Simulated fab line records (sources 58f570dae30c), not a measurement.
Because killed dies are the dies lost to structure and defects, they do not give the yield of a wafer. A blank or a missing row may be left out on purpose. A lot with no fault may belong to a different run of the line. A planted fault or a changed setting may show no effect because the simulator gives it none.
A struck lot beside a sound one + flow berkeley_cmos170 + 44 steps out of a route of 331
Sound: the wafers L684.3, L684.4, L684.5. Struck: wafers L701.1, L701.2, L701.5. The cause is given at the end.
For every step that has rows: the tool of each side, followed by ch and its chambers, followed by its first start. Under that, the readings that differ: sound wafers + struck wafers + difference of the means + sigmas: that difference in standard deviations of wafers without a fault.
alike: words and numbers the same on both sides, and readings whose means are apart by under 2 such deviations; not compared: readings that were withheld, readings missing a value for some wafer, numbers with overlapping values and no deviation given by the record, and bounds like >300 which may hide the same value.
A row with sigmas, a row that says differs or no value, or rows on one side alone: a step with any of these is where the two part. Numbers that don't overlap but have no deviation are shown without sigmas and don't part them. A reading that every wafer of one side lacks parts them only if that side has two wafers or more.

UCB170_GATE_STRIP_16: strips in O2.
  sound on plasma_asher-03 ch 0,1, day 7 21:50; struck on plasma_asher-02 ch 0,1, day 10 11:49
  alike: drypump_motor_current_A, oes_product_au
  not compared: rf_hours_counter_h
UCB170_GATE_CD_MEAS_90: the cd target is 350 nm.
  sound on cd_sem-02, day 7 21:56; struck on cd_sem-02, day 10 12:05
  alike: cd_nm
then, 7 steps without rows for these wafers: UCB170_GATE_CLEAN_17 (cleans in SPM, time 600 s); UCB170_PLDD_HMDS_00 (prime time 60 s); UCB170_PLDD_COAT_01 (resist thk 900 nm); UCB170_PLDD_SOFTBAKE_02 (time 60 s); UCB170_PLDD_EXPOSE_03 (exposes mask PSELECT, target cd 1200 nm); UCB170_PLDD_PEB_04; UCB170_PLDD_DEVELOP_05 (develop time 45 s).
UCB170_PLDD_CD_MEAS_06: the cd target is 1200 nm.
  sound on cd_sem-01, day 7 23:52; struck on cd_sem-02, day 10 14:37
  alike: cd_nm
UCB170_PLDD_OVL_MEAS_07:
  sound on overlay-01, day 7 23:58; struck on overlay-01, day 10 14:44
| reading       | sound    | struck   | difference | sigmas |
|---------------|----------|----------|------------|--------|
| PLDD_OVL (nm) | -7 -9 -5 | 10 13 13 | +19        | +3     |
then, 1 step without rows for these wafers: UCB170_PLDD_IMPLANT_08.
UCB170_PLDD_IMPLANT_09:
  sound on implanter-03 ch 0, day 8 00:11; struck on implanter-04 ch 0, day 10 15:14
UCB170_PLDD_STRIP_10: strips in O2.
  sound on plasma_asher-01 ch 0,1, day 8 00:19; struck on plasma_asher-04 ch 0,1, day 10 15:29
  alike: drypump_motor_current_A, oes_product_au, strip_time_to_endpoint_s
  not compared: rf_hours_counter_h
UCB170_PLDD_TW_MEAS_11:
  sound on film_metro-02, day 8 00:24; struck on film_metro-02, day 10 15:35
| reading | sound          | struck         | difference | sigmas |
|---------|----------------|----------------|------------|--------|
| PLDD_TW | 1014 1010 1011 | 1137 1142 1148 | +131       | +17    |
then, 7 steps without rows for these wafers: UCB170_PLDD_CLEAN_12 (cleans in SPM, time 600 s); UCB170_NLDD_HMDS_00 (prime time 60 s); UCB170_NLDD_COAT_01 (resist thk 900 nm); UCB170_NLDD_SOFTBAKE_02 (time 60 s); UCB170_NLDD_EXPOSE_03 (exposes mask NSELECT, target cd 1200 nm); UCB170_NLDD_PEB_04; UCB170_NLDD_DEVELOP_05 (develop time 45 s).
UCB170_NLDD_CD_MEAS_06: the cd target is 1200 nm.
  sound on cd_sem-02, day 8 02:52; struck on cd_sem-02, day 10 17:08
  alike: cd_nm
UCB170_NLDD_OVL_MEAS_07:
  sound on overlay-01, day 8 02:58; struck on overlay-02, day 10 17:15
  alike: NLDD_OVL
then, 2 steps without rows for these wafers: UCB170_NLDD_IMPLANT_08; UCB170_NLDD_IMPLANT_09.
UCB170_NLDD_STRIP_10: strips in O2.
  sound on plasma_asher-01 ch 0,1, day 8 03:19; struck on plasma_asher-04 ch 0,1, day 10 17:35
  alike: drypump_motor_current_A, oes_product_au, strip_time_to_endpoint_s
  not compared: rf_hours_counter_h
UCB170_NLDD_TW_MEAS_11:
  sound on film_metro-02, day 8 03:24; struck on film_metro-01, day 10 17:41
| reading | sound          | struck         | difference | sigmas |
|---------|----------------|----------------|------------|--------|
| NLDD_TW | 2213 2203 2208 | 2174 2178 2180 | -31        | -2     |
then, 1 step without rows for these wafers: UCB170_NLDD_CLEAN_12 (cleans in SPM, time 600 s).
UCB170_SPACER_CVD_00: deposits SiO2 from TEOS/O2, target thk 376 nm, time 47 s.
  sound on pecvd-03 ch 0,1,2, day 8 03:37; struck on pecvd-04 ch 0,2, day 10 17:56
  alike: heater_power_w
UCB170_SPACER_THK_MEAS_01:
  sound on film_metro-01, day 8 03:41; struck on film_metro-04, day 10 17:58
  alike: SPACER_TEOS_THK
then, 1 step without rows for these wafers: UCB170_SPACER_ANNEAL_02 (time 1800 s).
UCB170_SPACER_ETCHBACK_03: etches SiO2 in CHF3/CF4/Ar, stops on Si, target depth 376 nm, time 100 s.
  sound on rie_diel-04 ch 0,2,3, day 8 07:42; struck on rie_diel-04 ch 0,1,3, day 10 23:38
  alike: drypump_motor_current_A, oes_product_au, throttle_valve_pct
  not compared: rf_hours_counter_h
then, 6 steps without rows for these wafers: UCB170_PSD_HMDS_00 (prime time 60 s); UCB170_PSD_COAT_01 (resist thk 900 nm); UCB170_PSD_SOFTBAKE_02 (time 60 s); UCB170_PSD_EXPOSE_03 (exposes mask PSELECT MOD, target cd 1200 nm); UCB170_PSD_PEB_04; UCB170_PSD_DEVELOP_05 (develop time 45 s).
UCB170_PSD_CD_MEAS_06: the cd target is 1200 nm.
  sound on cd_sem-02, day 8 09:05; struck on cd_sem-01, day 11 02:17
  alike: cd_nm
UCB170_PSD_OVL_MEAS_07:
  sound on overlay-01, day 8 09:11; struck on overlay-02, day 11 02:24
  alike: PSD_OVL
then, 1 step without rows for these wafers: UCB170_PSD_IMPLANT_08.
UCB170_SDANNEAL_RS_MEAS_04: uses a four-point probe to measure.
  sound on film_metro-01, day 8 12:56; struck on film_metro-01, day 11 06:41
| reading          | sound                | struck            | difference | sigmas      |
|------------------|----------------------|-------------------|------------|-------------|
| PLDD_RS (ohm/sq) | 1026.2 1027.7 1030.9 | 757.1 754.9 754.0 | -272.9     | -99 or more |
then, 1 step without rows for these wafers: UCB170_M3_PROBE_99.

## WHERE THEY PART
At UCB170_PLDD_OVL_MEAS_07 first; at UCB170_SDANNEAL_RS_MEAS_04 last (within this record only).

WHY: what the simulator had put in
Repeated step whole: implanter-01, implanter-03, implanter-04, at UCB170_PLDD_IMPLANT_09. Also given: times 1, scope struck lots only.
